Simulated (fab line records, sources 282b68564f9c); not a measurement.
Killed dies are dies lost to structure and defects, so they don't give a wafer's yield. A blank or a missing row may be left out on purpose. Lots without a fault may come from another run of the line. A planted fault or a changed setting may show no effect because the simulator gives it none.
Which tool did it? | flow rit_cmos | 15 lots, 45 wafers sampled, at 2 steps of a route of 202

WHAT THE GAUGES READ, wafer by wafer
RIT_PWELL_TW_MEAS_10.
lot  | measured    | on            | PWELL_TW
L796 | day 1 22:43 | film_metro-03 | 960 956 953
L797 | day 2 05:11 | film_metro-03 | 961 960 957
L799 | day 2 16:05 | film_metro-04 | 975 975 976
L800 | day 2 21:11 | film_metro-04 | 976 972 974
L801 | day 3 02:26 | film_metro-03 | 958 963 954
L803 | day 3 11:29 | film_metro-02 | 962 964 968
L806 | day 4 06:19 | film_metro-03 | 962 963 967
L807 | day 4 07:13 | film_metro-03 | 30 30 30
L808 | day 4 10:43 | film_metro-03 | 30 30 30
L809 | day 4 15:50 | film_metro-02 | 30 30 30
L811 | day 5 01:37 | film_metro-03 | 958 958 956
L816 | day 6 02:31 | film_metro-02 | 972 964 971
L817 | day 6 07:52 | film_metro-03 | 957 960 958
L818 | day 6 13:38 | film_metro-03 | 958 958 959
L819 | day 6 19:38 | film_metro-02 | 968 966 970

WHICH TOOL RAN EACH LOT (tool, then ch and the chambers of the sampled wafers, then the start)
lot  | RIT_NWELL_STRIP_09
L796 | plasma_asher-03 ch 0,1, day 1 20:45
L797 | plasma_asher-01 ch 0,1, day 2 03:08
L799 | plasma_asher-04 ch 0,1, day 2 14:21
L800 | plasma_asher-01 ch 0,1, day 2 19:24
L801 | plasma_asher-03 ch 0,1, day 3 00:41
L803 | plasma_asher-04 ch 0,1, day 3 09:38
L806 | plasma_asher-03 ch 0,1, day 4 04:26
L807 | plasma_asher-04 ch 0,1, day 4 05:29
L808 | plasma_asher-03 ch 0,1, day 4 08:47
L809 | plasma_asher-03 ch 0,1, day 4 14:08
L811 | plasma_asher-01 ch 0,1, day 4 23:47
L816 | plasma_asher-04 ch 0,1, day 6 00:42
L817 | plasma_asher-03 ch 0,1, day 6 05:56
L818 | plasma_asher-03 ch 0,1, day 6 11:55
L819 | plasma_asher-04 ch 0,1, day 6 17:57
- RIT_NWELL_STRIP_09: strips in O2, time 180 s.

WHAT THE TOOLS THEMSELVES READ (means of the sampled wafers that have a number; where no wafer has one, the mark that the record gives instead)
RIT_NWELL_STRIP_09.
lot  | tool            | chamber_pressure_mTorr (mTorr) | drypump_motor_current_A (A)
L796 | plasma_asher-03 | 3995                           | 6.02
L797 | plasma_asher-01 | 3999                           | 5.64
L799 | plasma_asher-04 | 4000                           | 5.77
L800 | plasma_asher-01 | 3999                           | 5.65
L801 | plasma_asher-03 | 4001                           | 6.01
L803 | plasma_asher-04 | 3996                           | 5.75
L806 | plasma_asher-03 | 4000                           | 6.08
L807 | plasma_asher-04 | -                              | -
L808 | plasma_asher-03 | -                              | -
L809 | plasma_asher-03 | -                              | -
L811 | plasma_asher-01 | 3998                           | 5.64
L816 | plasma_asher-04 | 3998                           | 5.76
L817 | plasma_asher-03 | 4001                           | 6.04
L818 | plasma_asher-03 | 4000                           | 6.05
L819 | plasma_asher-04 | 4004                           | 5.77

THE ANSWER, worked out from the rows above alone
Rule: what is usual is taken from the lots themselves. Put in order of their means at a reading, lots are off if they are a third of the lots or fewer, leave a main group of 4 or more, and stand apart from it by a gap of 3 or more times the standard deviation of the main group's means; of several such gaps the widest counts. A main group whose means are all the same, to the digits that the tables above print for the reading, isn't used. A lot without any number at a reading at which 4 lots or more have one is off too. The other lots that the step has rows for count as sound. The gauges are gone through in route order, then the tools' own readings, and for those a lot's mean is taken as printed above. The first step at which some lot is off is used, and at that step the reading that is off furthest; a lot without a number counts as furthest.
Off: L807, L808, L809, at RIT_PWELL_TW_MEAS_10 (PWELL_TW). The main group: mean 964, standard deviation 6.4.
A tool fits if, at a process step before that reading, it ran every lot that is off, and no sound lot after the first of them. The gauges at RIT_PWELL_TW_MEAS_10 aren't tried: what is off there is off at RIT_NWELL_STRIP_09 too, on other tools, and a gauge's error can't cause that. None of those tried fits.

WHAT THE SIMULATOR HAD PUT IN
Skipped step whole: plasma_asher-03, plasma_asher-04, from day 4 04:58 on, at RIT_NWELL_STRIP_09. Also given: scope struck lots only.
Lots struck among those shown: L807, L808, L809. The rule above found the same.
